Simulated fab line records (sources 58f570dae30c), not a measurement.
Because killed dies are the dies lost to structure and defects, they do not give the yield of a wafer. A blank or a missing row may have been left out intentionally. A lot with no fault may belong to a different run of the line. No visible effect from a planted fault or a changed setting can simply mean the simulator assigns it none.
fab line records / flow berkeley_cmos170
record: lots: 5 wafers: 15 last_day: 12
route steps=331 shown GATE@140 PLDD@145
lots untouched by any fault: they come from a run of this same line in which no faults occurred
start_h: hours from the record's opening day to when the first of the lot's shown wafers began / wait_h: hours from the lot's prior step to this one / " identical to the entry in the row above / L1.1+2: several wafers, shown together as one row / - no value, or no start given / * or withheld: withheld / < > ~ a bound
route shown NAME@n: a module of which the file shows steps, and the number in the route of the first / usual: mean/standard deviation of fault-free wafers / same: alike in all rows / chamber/n: place in a boat / sites: per-site readings / _std_site: their standard deviation / _edge_site: the outer-site mean with the inner-site mean subtracted / radius_mm: how far each site lies from the wafer's centre / mask NAME#n: copy n / behind: the last tool/chamber to shape the wafer / hold: cause of the lot's hold/its duration in hours/its outcome / device: the transistor (n, p or np) that didn't switch / end of line: at the end of the route, the tests of the same wafers / where a step has no rows: the recipe by itself / killed: dies that structure and defects cost at the first sort, which is not the same as the wafer's yield / map: shows each die of a wafer: x if killed, . if not, _ if none is there
set.NAME: setting as actually run; set.NAME@STEP: the setting as run at that earlier step / model.NAME: the simulator's own value behind a step, which no gauge read
a table for each step, a row for each wafer; lots at some steps of the route
services: when a tool's chamber went out of use (start_h, in hours from the record's first day, below 0 if earlier), for how many hours, and the reason
== steps ==
step: UCB170_GATE_ETCH_14
recipe: chemistry: N2/H2 target_depth_a: withheld overetch_a: withheld target: BARC time_s: withheld source_w: 500 bias_w: 100 pressure_mtorr: 30 n2_flow_sccm: 100 h2_flow_sccm: 200
usual: drypump_motor_current_A: 5.6/0.37 oes_product_au: 1.002/0.018 throttle_valve_pct: 13.29/0.15
lot.wafer=L078.3 tool=rie_diel-04 chamber=1 start_h=165.82 wait_h=0.0 drypump_motor_current_A=5.9 oes_product_au=1.034 throttle_valve_pct=13.23
lot.wafer=L078.4 tool=rie_diel-04 chamber=2 start_h=165.82 wait_h=0.0 drypump_motor_current_A=5.8 oes_product_au=1.021 throttle_valve_pct=13.05
lot.wafer=L078.5 tool=rie_diel-04 chamber=1 start_h=165.82 wait_h=0.0 drypump_motor_current_A=5.9 oes_product_au=1.024 throttle_valve_pct=13.22
lot.wafer=L082.1 tool=rie_diel-02 chamber=0 start_h=183.48 wait_h=0.0 drypump_motor_current_A=5.4 oes_product_au=1.001 throttle_valve_pct=13.41
lot.wafer=L082.4 tool=rie_diel-02 chamber=1 start_h=183.48 wait_h=0.0 drypump_motor_current_A=5.6 oes_product_au=1.018 throttle_valve_pct=13.44
lot.wafer=L082.5 tool=rie_diel-02 chamber=3 start_h=183.48 wait_h=0.0 drypump_motor_current_A=6.0 oes_product_au=0.983 throttle_valve_pct=13.17
lot.wafer=L086.1 tool=rie_diel-04 chamber=0 start_h=207.50 wait_h=0.0 drypump_motor_current_A=6.0 oes_product_au=1.017 throttle_valve_pct=13.02
lot.wafer=L086.3 tool=rie_diel-04 chamber=1 start_h=207.50 wait_h=0.0 drypump_motor_current_A=5.8 oes_product_au=1.036 throttle_valve_pct=13.23
lot.wafer=L086.5 tool=rie_diel-04 chamber=0 start_h=207.50 wait_h=0.0 drypump_motor_current_A=6.1 oes_product_au=1.012 throttle_valve_pct=13.00
lot.wafer=L092.1 tool=rie_diel-02 chamber=1 start_h=242.62 wait_h=0.0 drypump_motor_current_A=5.6 oes_product_au=1.028 throttle_valve_pct=13.44
lot.wafer=L092.4 tool=rie_diel-02 chamber=2 start_h=242.62 wait_h=0.0 drypump_motor_current_A=5.3 oes_product_au=0.979 throttle_valve_pct=13.28
lot.wafer=L092.6 tool=rie_diel-02 chamber=2 start_h=242.62 wait_h=0.0 drypump_motor_current_A=5.4 oes_product_au=0.979 throttle_valve_pct=13.27
lot.wafer=L093.3 tool=rie_diel-04 chamber=0 start_h=243.17 wait_h=0.0 drypump_motor_current_A=6.0 oes_product_au=1.007 throttle_valve_pct=13.02
lot.wafer=L093.4 tool=rie_diel-04 chamber=1 start_h=243.17 wait_h=0.0 drypump_motor_current_A=5.8 oes_product_au=1.025 throttle_valve_pct=13.25
lot.wafer=L093.5 tool=rie_diel-04 chamber=1 start_h=243.17 wait_h=0.0 drypump_motor_current_A=5.9 oes_product_au=1.037 throttle_valve_pct=13.24
step: UCB170_GATE_ETCH_15
recipe: chemistry: HBr/Cl2 target: poly-Si stop_on: SiO2 over_etch_frac: 0.3 icp_w: 300 bias_w: 150 time_s: 56.3 pressure_mtorr: 15 HBr_flow_sccm: 150 Cl2_flow_sccm: 50 target_depth_a: 2782
usual: drypump_motor_current_A: 5.8/0.61 he_backside_leak_sccm: 2.7/0.36 oes_product_au: 0.834/0.012 throttle_valve_pct: 26.31/0.16
lot.wafer=L078.3 tool=rie_si-02 chamber=2 start_h=165.86 wait_h=- drypump_motor_current_A=6.7 he_backside_leak_sccm=2.8 oes_product_au=0.829 rf_hours_counter_h=43 throttle_valve_pct=26.26
lot.wafer=L078.4 tool=rie_si-02 chamber=3 start_h=165.86 wait_h=- drypump_motor_current_A=5.6 he_backside_leak_sccm=2.5 oes_product_au=0.835 rf_hours_counter_h=9 throttle_valve_pct=26.55
lot.wafer=L078.5 tool=rie_si-02 chamber=2 start_h=165.86 wait_h=- drypump_motor_current_A=6.7 he_backside_leak_sccm=2.8 oes_product_au=0.831 rf_hours_counter_h=- throttle_valve_pct=26.26
lot.wafer=L082.1 tool=rie_si-02 chamber=1 start_h=183.52 wait_h=- drypump_motor_current_A=4.7 he_backside_leak_sccm=2.8 oes_product_au=0.836 rf_hours_counter_h=7 throttle_valve_pct=26.27
lot.wafer=L082.4 tool=rie_si-02 chamber=0 start_h=183.52 wait_h=- drypump_motor_current_A=6.2 he_backside_leak_sccm=3.3 oes_product_au=0.846 rf_hours_counter_h=48 throttle_valve_pct=26.26
lot.wafer=L082.5 tool=rie_si-02 chamber=1 start_h=183.52 wait_h=- drypump_motor_current_A=4.8 he_backside_leak_sccm=3.1 oes_product_au=0.838 rf_hours_counter_h=- throttle_valve_pct=26.27
lot.wafer=L086.1 tool=rie_si-02 chamber=1 start_h=207.54 wait_h=- drypump_motor_current_A=4.8 he_backside_leak_sccm=3.0 oes_product_au=0.816 rf_hours_counter_h=7 throttle_valve_pct=26.26
lot.wafer=L086.3 tool=rie_si-02 chamber=2 start_h=207.54 wait_h=- drypump_motor_current_A=6.8 he_backside_leak_sccm=2.8 oes_product_au=0.819 rf_hours_counter_h=43 throttle_valve_pct=26.27
lot.wafer=L086.5 tool=rie_si-02 chamber=2 start_h=207.54 wait_h=- drypump_motor_current_A=6.8 he_backside_leak_sccm=2.7 oes_product_au=0.816 rf_hours_counter_h=- throttle_valve_pct=26.27
lot.wafer=L092.1 tool=rie_si-01 chamber=0 start_h=242.66 wait_h=- drypump_motor_current_A=6.5 he_backside_leak_sccm=2.6 oes_product_au=0.839 rf_hours_counter_h=55 throttle_valve_pct=26.14
lot.wafer=L092.4 tool=rie_si-01 chamber=1 start_h=242.66 wait_h=- drypump_motor_current_A=5.5 he_backside_leak_sccm=2.5 oes_product_au=0.827 rf_hours_counter_h=55 throttle_valve_pct=26.11
lot.wafer=L092.6 tool=rie_si-01 chamber=1 start_h=242.66 wait_h=- drypump_motor_current_A=5.5 he_backside_leak_sccm=2.4 oes_product_au=0.821 rf_hours_counter_h=- throttle_valve_pct=26.11
lot.wafer=L093.3 tool=rie_si-01 chamber=0 start_h=243.21 wait_h=- drypump_motor_current_A=6.5 he_backside_leak_sccm=2.3 oes_product_au=0.842 rf_hours_counter_h=55 throttle_valve_pct=26.15
lot.wafer=L093.4 tool=rie_si-01 chamber=1 start_h=243.21 wait_h=- drypump_motor_current_A=5.5 he_backside_leak_sccm=2.4 oes_product_au=0.817 rf_hours_counter_h=55 throttle_valve_pct=26.11
lot.wafer=L093.5 tool=rie_si-01 chamber=2 start_h=243.21 wait_h=- drypump_motor_current_A=5.5 he_backside_leak_sccm=2.3 oes_product_au=0.841 rf_hours_counter_h=- throttle_valve_pct=26.35
step: UCB170_GATE_STRIP_16
recipe: chemistry: O2 power_w: 400 pressure_mtorr: 3500 platen_temp_c: withheld o2_flow_sccm: 400 overash_fraction: 0.5
usual: drypump_motor_current_A: 6.08/0.24 oes_product_au: 0.724/0.0046
lot.wafer=L078.3 tool=plasma_asher-01 chamber=1 start_h=165.94 wait_h=0.1 drypump_motor_current_A=6.22 oes_product_au=0.729 rf_hours_counter_h=-
lot.wafer=L078.4 tool=plasma_asher-01 chamber=0 start_h=165.94 wait_h=0.1 drypump_motor_current_A=5.89 oes_product_au=0.726 rf_hours_counter_h=-
lot.wafer=L078.5 tool=plasma_asher-01 chamber=1 start_h=165.94 wait_h=0.1 drypump_motor_current_A=6.22 oes_product_au=0.720 rf_hours_counter_h=-
lot.wafer=L082.1 tool=plasma_asher-02 chamber=1 start_h=183.57 wait_h=0.0 drypump_motor_current_A=5.89 oes_product_au=0.725 rf_hours_counter_h=46
lot.wafer=L082.4 tool=plasma_asher-02 chamber=0 start_h=183.57 wait_h=0.0 drypump_motor_current_A=6.42 oes_product_au=0.727 rf_hours_counter_h=-
lot.wafer=L082.5 tool=plasma_asher-02 chamber=0 start_h=183.57 wait_h=0.0 drypump_motor_current_A=6.41 oes_product_au=0.723 rf_hours_counter_h=-
lot.wafer=L086.1 tool=plasma_asher-01 chamber=1 start_h=207.59 wait_h=0.0 drypump_motor_current_A=6.20 oes_product_au=0.726 rf_hours_counter_h=9
lot.wafer=L086.3 tool=plasma_asher-01 chamber=0 start_h=207.59 wait_h=0.0 drypump_motor_current_A=5.89 oes_product_au=0.732 rf_hours_counter_h=-
lot.wafer=L086.5 tool=plasma_asher-01 chamber=1 start_h=207.59 wait_h=0.0 drypump_motor_current_A=6.20 oes_product_au=0.724 rf_hours_counter_h=-
lot.wafer=L092.1 tool=plasma_asher-01 chamber=1 start_h=242.71 wait_h=0.0 drypump_motor_current_A=6.23 oes_product_au=0.728 rf_hours_counter_h=13
lot.wafer=L092.4 tool=plasma_asher-01 chamber=0 start_h=242.71 wait_h=0.0 drypump_motor_current_A=6.01 oes_product_au=0.728 rf_hours_counter_h=-
lot.wafer=L092.6 tool=plasma_asher-01 chamber=1 start_h=242.71 wait_h=0.0 drypump_motor_current_A=6.22 oes_product_au=0.719 rf_hours_counter_h=-
lot.wafer=L093.3 tool=plasma_asher-01 chamber=0 start_h=243.29 wait_h=0.1 drypump_motor_current_A=5.90 oes_product_au=0.724 rf_hours_counter_h=-
lot.wafer=L093.4 tool=plasma_asher-01 chamber=1 start_h=243.29 wait_h=0.1 drypump_motor_current_A=6.24 oes_product_au=0.722 rf_hours_counter_h=-
lot.wafer=L093.5 tool=plasma_asher-01 chamber=0 start_h=243.29 wait_h=0.1 drypump_motor_current_A=5.92 oes_product_au=0.726 rf_hours_counter_h=-
step: UCB170_GATE_CD_MEAS_90
recipe: target_cd_nm: 350
usual: cd_nm: 350.1/1.4
lot.wafer=L078.3 tool=cd_sem-02 chamber=- start_h=166.09 wait_h=0.1 cd_nm=350.0
lot.wafer=L078.4 tool=cd_sem-02 chamber=- start_h=166.09 wait_h=0.1 cd_nm=348.2
lot.wafer=L078.5 tool=cd_sem-02 chamber=- start_h=166.09 wait_h=0.1 cd_nm=348.1
lot.wafer=L082.1 tool=cd_sem-02 chamber=- start_h=183.67 wait_h=0.1 cd_nm=348.9
lot.wafer=L082.4 tool=cd_sem-02 chamber=- start_h=183.67 wait_h=0.1 cd_nm=349.3
lot.wafer=L082.5 tool=cd_sem-02 chamber=- start_h=183.67 wait_h=0.1 cd_nm=347.8
lot.wafer=L086.1 tool=cd_sem-02 chamber=- start_h=207.69 wait_h=0.1 cd_nm=347.4
lot.wafer=L086.3 tool=cd_sem-02 chamber=- start_h=207.69 wait_h=0.1 cd_nm=347.2
lot.wafer=L086.5 tool=cd_sem-02 chamber=- start_h=207.69 wait_h=0.1 cd_nm=346.5
lot.wafer=L092.1 tool=cd_sem-01 chamber=- start_h=242.81 wait_h=0.1 cd_nm=349.8
lot.wafer=L092.4 tool=cd_sem-01 chamber=- start_h=242.81 wait_h=0.1 cd_nm=351.4
lot.wafer=L092.6 tool=cd_sem-01 chamber=- start_h=242.81 wait_h=0.1 cd_nm=351.2
lot.wafer=L093.3 tool=cd_sem-02 chamber=- start_h=243.40 wait_h=0.1 cd_nm=351.8
lot.wafer=L093.4 tool=cd_sem-02 chamber=- start_h=243.40 wait_h=0.1 cd_nm=351.0
lot.wafer=L093.5 tool=cd_sem-02 chamber=- start_h=243.40 wait_h=0.1 cd_nm=350.1
step: UCB170_GATE_CLEAN_17
recipe: chemistry: SPM temp_c: 120 time_s: 600
usual: bath_guard_temp_C: 119.99/0.28 temp_c: 119.99/0.12
lot.wafer=L078.3 tool=wet_bench-01 chamber=1 start_h=166.25 wait_h=0.1 bath_guard_temp_C=120.24 temp_c=120.03
lot.wafer=L078.4 tool=wet_bench-01 chamber=1 start_h=166.25 wait_h=0.1 bath_guard_temp_C=120.28 temp_c=119.70
lot.wafer=L078.5 tool=wet_bench-01 chamber=1 start_h=166.25 wait_h=0.1 bath_guard_temp_C=120.15 temp_c=119.81
lot.wafer=L082.1 tool=wet_bench-02 chamber=3 start_h=183.79 wait_h=0.1 bath_guard_temp_C=120.30 temp_c=120.05
lot.wafer=L082.4 tool=wet_bench-02 chamber=3 start_h=183.79 wait_h=0.1 bath_guard_temp_C=120.00 temp_c=120.14
lot.wafer=L082.5 tool=wet_bench-02 chamber=3 start_h=183.79 wait_h=0.1 bath_guard_temp_C=120.39 temp_c=120.24
lot.wafer=L086.1 tool=wet_bench-03 chamber=0 start_h=207.81 wait_h=0.1 bath_guard_temp_C=119.71 temp_c=119.91
lot.wafer=L086.3 tool=wet_bench-03 chamber=0 start_h=207.81 wait_h=0.1 bath_guard_temp_C=119.46 temp_c=119.93
lot.wafer=L086.5 tool=wet_bench-03 chamber=0 start_h=207.81 wait_h=0.1 bath_guard_temp_C=119.67 temp_c=119.98
lot.wafer=L092.1 tool=wet_bench-01 chamber=3 start_h=242.99 wait_h=0.2 bath_guard_temp_C=120.07 temp_c=120.12
lot.wafer=L092.4 tool=wet_bench-01 chamber=3 start_h=242.99 wait_h=0.2 bath_guard_temp_C=119.61 temp_c=119.96
lot.wafer=L092.6 tool=wet_bench-01 chamber=3 start_h=242.99 wait_h=0.2 bath_guard_temp_C=119.78 temp_c=119.86
lot.wafer=L093.3 tool=wet_bench-01 chamber=1 start_h=243.48 wait_h=0.1 bath_guard_temp_C=119.93 temp_c=120.00
lot.wafer=L093.4 tool=wet_bench-01 chamber=1 start_h=243.48 wait_h=0.1 bath_guard_temp_C=119.97 temp_c=120.02
lot.wafer=L093.5 tool=wet_bench-01 chamber=1 start_h=243.48 wait_h=0.1 bath_guard_temp_C=120.15 temp_c=120.22
step: UCB170_PLDD_HMDS_00
recipe: prime_time_s: 60 prime_temp_c: 100
lot.wafer=L078.3+4+5 tool=litho_track-04 chamber=0 start_h=167.09 wait_h=0.7
lot.wafer=L082.1+4+5 tool=litho_track-04 chamber=0 start_h=183.96 wait_h=0.0
lot.wafer=L086.1+3+5 tool=litho_track-01 chamber=0 start_h=207.98 wait_h=0.0
lot.wafer=L092.1+4+6 tool=litho_track-03 chamber=0 start_h=243.55 wait_h=0.2
lot.wafer=L093.3+4+5 tool=litho_track-04 chamber=0 start_h=244.24 wait_h=0.4
step: UCB170_PLDD_COAT_01
recipe: resist: KrF spin_rpm: 1500 resist_thk_nm: 900
lot.wafer=L078.3+4+5 tool=litho_track-04 chamber=0 start_h=167.24 wait_h=0.1
lot.wafer=L082.1+4+5 tool=litho_track-04 chamber=0 start_h=184.11 wait_h=0.1
lot.wafer=L086.1+3+5 tool=litho_track-01 chamber=0 start_h=208.13 wait_h=0.1
lot.wafer=L092.1+4+6 tool=litho_track-03 chamber=0 start_h=243.70 wait_h=0.1
lot.wafer=L093.3+4+5 tool=litho_track-04 chamber=0 start_h=244.39 wait_h=0.1
== services ==
tool=rie_si-01 chamber=0 start_h=142.89 hours=5.4 kind=repair
tool=rie_si-01 chamber=3 start_h=151.19 hours=- kind=clean
tool=rie_si-01 chamber=3 start_h=151.19 hours=15.4 kind=scheduled_down
tool=rie_si-01 chamber=3 start_h=151.19 hours=15.4 kind=vent_cycle
tool=plasma_asher-02 chamber=- start_h=159.91 hours=15.6 kind=pm
tool=rie_diel-04 chamber=0 start_h=179.87 hours=- kind=clean
tool=rie_diel-04 chamber=0 start_h=179.87 hours=18.6 kind=scheduled_down
tool=rie_diel-04 chamber=0 start_h=179.87 hours=18.6 kind=vent_cycle
tool=rie_si-01 chamber=- start_h=182.19 hours=2.8 kind=pm
tool=rie_diel-02 chamber=- start_h=200.39 hours=2.8 kind=pm
tool=plasma_asher-02 chamber=- start_h=207.04 hours=11.3 kind=repair
tool=plasma_asher-01 chamber=- start_h=213.28 hours=0.9 kind=repair
tool=rie_diel-02 chamber=1 start_h=215.61 hours=- kind=clean
tool=rie_diel-02 chamber=1 start_h=215.61 hours=14.3 kind=scheduled_down
tool=rie_diel-02 chamber=1 start_h=215.61 hours=14.3 kind=vent_cycle
tool=rie_diel-04 chamber=3 start_h=220.08 hours=4.7 kind=repair
tool=rie_si-02 chamber=0 start_h=225.38 hours=2.6 kind=repair
tool=rie_diel-04 chamber=- start_h=240.21 hours=0.4 kind=repair
== key ==
fault none
